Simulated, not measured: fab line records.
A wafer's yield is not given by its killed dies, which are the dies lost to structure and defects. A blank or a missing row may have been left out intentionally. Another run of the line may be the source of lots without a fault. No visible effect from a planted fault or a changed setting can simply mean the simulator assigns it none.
The tool behind it: which one?	flow berkeleyCmos170	7 lots, 21 wafers sampled, at 2 steps of a route of 331

WHAT THE GAUGES SHOWED, per wafer
UCB170_NWELL_THK_MEAS_05.
lot	measured	on	NWELL_NITRIDE_THK (nm)
L912	day 2 14:05	filmMetro-04	225.7 226.8 226.9
L914	day 2 23:56	filmMetro-01	225.4 227.0 227.5
L917	day 3 17:04	filmMetro-04	221.9 223.5 221.7
L924	day 5 01:45	filmMetro-01	266.7 267.0 267.1
L927	day 5 12:46	filmMetro-04	228.1 228.7 227.0
L929	day 5 21:37	filmMetro-03	224.1 224.1 226.2
L932	day 6 14:02	filmMetro-04	228.3 227.3 227.7

WHAT TOOL EACH LOT RAN ON (gives the tool, then ch and the chambers of the sampled wafers, and finally the start)
lot	UCB170_NWELL_CVD_04
L912	lpcvd-02 ch 0, day 2 12:09
L914	lpcvd-02 ch 0, day 2 22:00
L917	lpcvd-02 ch 0, day 3 15:08
L924	lpcvd-02 ch 0, day 4 23:48
L927	lpcvd-01 ch 0, day 5 10:48
L929	lpcvd-01 ch 0, day 5 19:41
L932	lpcvd-01 ch 0, day 6 12:05
- UCB170_NWELL_CVD_04: deposits Si3N4 from SiH2Cl2/NH3, target thk 224 nm, time 3360 s.

THE ANSWER, worked out from the rows above alone
Rule: the lots themselves supply what counts as usual. The widest of any qualifying gaps counts: lots, ordered by their means at a reading, are off when they make up no more than a third of the lots, leave a main group of 4 or more, and stand apart from it by 3 or more times the standard deviation of that group's means. A main group whose means are all the same, to the digits that the tables above print for the reading, isn't used. Also off: a lot with no number at a reading for which 4 or more lots have one. Any other lot the step has rows for is counted as sound.
Off: L924, seen at UCB170_NWELL_THK_MEAS_05 (NWELL_NITRIDE_THK). The main group has a mean of 226.0 nm with a standard deviation of 1.9.
If a tool, at a process step before that reading, ran all the lots that are off and no sound lot after the first of them, it fits. Gauges at UCB170_NWELL_THK_MEAS_05: tried the same way as those tools. Can't be told from this: 2 tools fit, lpcvd-02 at UCB170_NWELL_CVD_04, filmMetro-01 at UCB170_NWELL_THK_MEAS_05.

WHAT THE SIMULATOR HAD PUT IN
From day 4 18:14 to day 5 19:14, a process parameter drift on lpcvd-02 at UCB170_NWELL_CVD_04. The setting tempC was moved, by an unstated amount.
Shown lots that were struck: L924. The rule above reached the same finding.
